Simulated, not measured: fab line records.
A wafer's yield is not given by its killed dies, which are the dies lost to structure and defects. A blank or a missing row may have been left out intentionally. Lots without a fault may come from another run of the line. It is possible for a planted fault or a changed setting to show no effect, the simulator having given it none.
Code-filled problem report in 8D (eight disciplines) form | flow berkeley-cmos170 | the parts of the form that need people (team, actions taken, sign-off) are left out

1. PROBLEM STATEMENT
UCB170_CONTACT_ETCH_18, run-length-s: mean 379.5 s on 2 wafers (1 lot); fault-free wafers 223.4 s, standard deviation 0.49. That is +99 or more standard deviations from the usual mean.
The step: etches PSG in CHF3/CF4/Ar, stops on TiSi2, target depth 840 nm, time 195 s.
The first sign was on wafer L951.2 at day 11 22:00, on rie-diel-03. The record holds 39 wafers of 13 lots with a number at this step. Rule for "out", or "out of limits": more than 4 standard deviations from the usual mean. The rest of the wafers with a number are treated as sound.

2. WHAT IT IS; WHAT IT IS NOT
question                    | is                           | is not
which readings at this step | run-length-s, oes-product-au | drypump-motor-current-A, throttle-valve-pct
which lots                  | L951                         | L929, L930, L931, L932, L935, L937, L938, L939, L940, L941, L942, L943
which wafers of those lots  | L951.2, L951.5               | L951.3
read on which tools         | rie-diel-03                  | rie-diel-01, rie-diel-02
when                        | from day 11 22:00            | up to then (37 sound wafers)

3. THE SUSPECTS, EACH WITH WHAT RULES IT OUT
Counting: a tool at a process step up to the reading stays a suspect if it ran every lot that is out. Sound lots after the first of them don't rule it out here, since some wafers of a struck lot are sound.
- rtp-anneal-01 at UCB170_SDANNEAL_RTA_01 (time 5 s): kept. L951, the lot that is out, went through it at day 11 16:41; up to then, the latest sound lot through it was L943 at day 9 14:23.
- pvd-sputter-02 at UCB170_SILICIDE_SPUTTER_01 (material Ti, target thk 30 nm, time 25 s): kept. L951, the lot that is out, went through it at day 11 17:17; up to then, the latest sound lot through it was L942 at day 9 05:17.
- rie-diel-03 at UCB170_CONTACT_ETCH_18 (etches PSG in CHF3/CF4/Ar, stops on TiSi2, target depth 840 nm, time 195 s): kept. L951, the lot that is out, went through it at day 11 22:00; up to then, the latest sound lot through it was L940 at day 9 11:00. Out on those wafers are its own readings of oes-product-au, run-length-s.
- The sound lot-mates ran in chamber 2 of rie-diel-03 at UCB170_CONTACT_ETCH_18, but the wafers that are out ran in chamber 3.
rtp-anneal-01 at UCB170_SDANNEAL_RTA_01, pvd-sputter-02 at UCB170_SILICIDE_SPUTTER_01 and rie-diel-03 at UCB170_CONTACT_ETCH_18 are what is left after counting.

4. THE CAUSE (what the simulator had put in)
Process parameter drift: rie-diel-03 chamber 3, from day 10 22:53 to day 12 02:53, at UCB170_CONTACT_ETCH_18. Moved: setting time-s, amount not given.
Counting leaves 3 suspects; this tool is one of them.

5. SEQUENCE OF EFFECTS, ordered by route
Rows list readings where the struck wafers' mean (over those with a number) sits beyond 3 standard deviations from the usual. Only readings for which the record gives a usual standard deviation are gone through. hours: the time from each lot's start at the first step in this table that gives one to its start at this step, as a median over the lots. sigmas: the change in usual standard deviations.
hours | step                      | reading        | usual      | on struck wafers | change | sigmas
0     | UCB170_CONTACT_ETCH_18    | oes-product-au | 0.895 a.u. | 0.663            | -0.232 | -17
0     | UCB170_CONTACT_ETCH_18    | run-length-s   | 223.4 s    | 379.5            | +156.1 | +99 or more
1     | UCB170_CONTACT_CD_MEAS_90 | cd-nm          | 700.0 nm   | 704.0            | +4.0   | +3.1
Its process steps:
- UCB170_CONTACT_ETCH_18: etches PSG in CHF3/CF4/Ar, stops on TiSi2, target depth 840 nm, time 195 s.

6. WHAT WOULD HAVE CAUGHT IT SOONER
In this record the first reading out of limits was taken at day 11 22:00, 23 hours after the fault began at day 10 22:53.
